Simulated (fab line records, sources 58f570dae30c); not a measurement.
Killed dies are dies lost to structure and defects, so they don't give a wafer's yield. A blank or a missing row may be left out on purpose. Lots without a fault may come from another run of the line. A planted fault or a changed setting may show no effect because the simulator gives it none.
Which tool did it? | flow berkeley_cmos170 | 14 lots, 42 wafers sampled, at 3 steps of a route of 331

WHAT THE GAUGES READ, wafer by wafer
UCB170_NLDD_TW_MEAS_11.
lot  | measured     | on            | NLDD_TW
L627 | day 6 16:30  | film_metro-04 | 2226 2211 2221
L629 | day 7 04:55  | film_metro-01 | 2218 2206 2214
L631 | day 7 09:35  | film_metro-01 | 2220 2219 2215
L630 | day 7 11:09  | film_metro-04 | 2221 2234 2234
L632 | day 7 13:36  | film_metro-01 | 2210 2210 2220
L634 | day 7 13:57  | film_metro-03 | 2217 2215 2212
L636 | day 8 11:29  | film_metro-04 | 2196 2195 2214
L637 | day 8 11:44  | film_metro-03 | 2243 2240 2247
L635 | day 8 11:45  | film_metro-04 | 2203 2207 2209
L638 | day 8 19:20  | film_metro-04 | 2206 2204 2199
L639 | day 8 19:56  | film_metro-01 | 2203 2192 2198
L644 | day 10 01:13 | film_metro-01 | 2210 2192 2194
L647 | day 10 07:11 | film_metro-04 | 2365 2367 2380
L649 | day 10 16:26 | film_metro-03 | 2380 2382 2392

UCB170_SDANNEAL_RS_MEAS_05: measures by four-point-probe.
lot  | measured     | on            | NLDD_RS (ohm/sq)
L627 | day 7 01:48  | film_metro-04 | 615.7 616.2 616.7
L629 | day 7 17:11  | film_metro-04 | 616.5 617.9 616.6
L631 | day 7 18:15  | film_metro-01 | 614.2 614.3 615.0
L630 | day 7 20:08  | film_metro-03 | 619.2 618.5 617.6
L632 | day 8 00:09  | film_metro-01 | 614.3 617.0 615.7
L634 | day 7 23:49  | film_metro-03 | 615.8 616.6 617.8
L636 | day 8 22:52  | film_metro-03 | 617.0 617.0 615.8
L637 | day 8 23:06  | film_metro-01 | 615.3 615.8 616.3
L635 | day 8 22:58  | film_metro-04 | 616.0 614.5 615.1
L638 | day 9 04:11  | film_metro-01 | 613.9 613.9 613.3
L639 | day 9 05:01  | film_metro-03 | 615.6 615.3 618.2
L644 | day 10 11:16 | film_metro-03 | 616.5 617.0 617.3
L647 | day 10 15:37 | film_metro-04 | 514.3 513.2 513.7
L649 | day 11 04:23 | film_metro-04 | 512.5 514.7 513.4

WHICH TOOL RAN EACH LOT (tool, then ch and the chambers of the sampled wafers, then the start)
lot  | UCB170_NLDD_IMPLANT_08
L627 | implanter-02 ch 0, day 6 16:08
L629 | implanter-03 ch 0, day 7 04:31
L631 | implanter-03 ch 0, day 7 09:11
L630 | implanter-04 ch 0, day 7 10:46
L632 | implanter-04 ch 0, day 7 13:12
L634 | implanter-03 ch 0, day 7 13:35
L636 | implanter-02 ch 0, day 8 11:06
L637 | implanter-03 ch 0, day 8 11:20
L635 | implanter-04 ch 0, day 8 11:21
L638 | implanter-03 ch 0, day 8 18:56
L639 | implanter-02 ch 0, day 8 19:32
L644 | implanter-04 ch 0, day 10 00:49
L647 | implanter-03 ch 0, day 10 06:49
L649 | implanter-03 ch 0, day 10 16:02
- UCB170_NLDD_IMPLANT_08

WHAT THE TOOLS THEMSELVES READ (means of the sampled wafers that have a number; where no wafer has one, the mark that the record gives instead)
UCB170_NLDD_IMPLANT_08.
lot  | tool         | dose_ions_cm2 | faraday_current_uA
L627 | implanter-02 | 4.997e+13     | 155
L629 | implanter-03 | 4.995e+13     | 157
L631 | implanter-03 | 5.001e+13     | 158
L630 | implanter-04 | 5.003e+13     | 157
L632 | implanter-04 | 5.001e+13     | 161
L634 | implanter-03 | 5.002e+13     | 161
L636 | implanter-02 | 5.000e+13     | 158
L637 | implanter-03 | 5.000e+13     | 160
L635 | implanter-04 | 5.000e+13     | 160
L638 | implanter-03 | 5.001e+13     | 158
L639 | implanter-02 | 5.003e+13     | 160
L644 | implanter-04 | 5.000e+13     | 157
L647 | implanter-03 | 8.027e+13     | 255
L649 | implanter-03 | 8.026e+13     | 250

THE ANSWER, worked out from the rows above alone
Rule: what is usual is taken from the lots themselves. Put in order of their means at a reading, lots are off if they are a third of the lots or fewer, leave a main group of 4 or more, and stand apart from it by a gap of 3 or more times the standard deviation of the main group's means; of several such gaps the widest counts. A main group whose means are all the same, to the digits that the tables above print for the reading, isn't used. A lot without any number at a reading at which 4 lots or more have one is off too. The other lots that the step has rows for count as sound. The gauges are gone through in route order, then the tools' own readings, and for those a lot's mean is taken as printed above. The first step at which some lot is off is used, and at that step the reading that is off furthest; a lot without a number counts as furthest.
Off: L647, L649, at UCB170_NLDD_TW_MEAS_11 (NLDD_TW). The main group: mean 2213, standard deviation 13.
A tool fits if, at a process step before that reading, it ran every lot that is off, and no sound lot after the first of them. The gauges at UCB170_NLDD_TW_MEAS_11 aren't tried: what is off there is off at UCB170_NLDD_IMPLANT_08 too, on other tools, and a gauge's error can't cause that. One fits: implanter-03 at UCB170_NLDD_IMPLANT_08. Its last sound lot is L638 (day 8 18:56), its first lot that is off L647 (day 10 06:49): a fault that began between those two fits.
The tool's own readings at UCB170_NLDD_IMPLANT_08 bear it out: on the lots that are off they differ by more than 5 times the standard deviation of the sound lots' means. dose_ions_cm2 reads 8.026e+13 there against 5.000e+13 on the sound lots; faraday_current_uA reads 252 there against 158 on the sound lots.

WHAT THE SIMULATOR HAD PUT IN
Process parameter drift: implanter-03, from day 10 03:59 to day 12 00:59, at UCB170_NLDD_IMPLANT_08. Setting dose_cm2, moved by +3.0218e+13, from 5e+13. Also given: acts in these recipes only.
Lots struck among those shown: L647, L649. The rule above found the same.
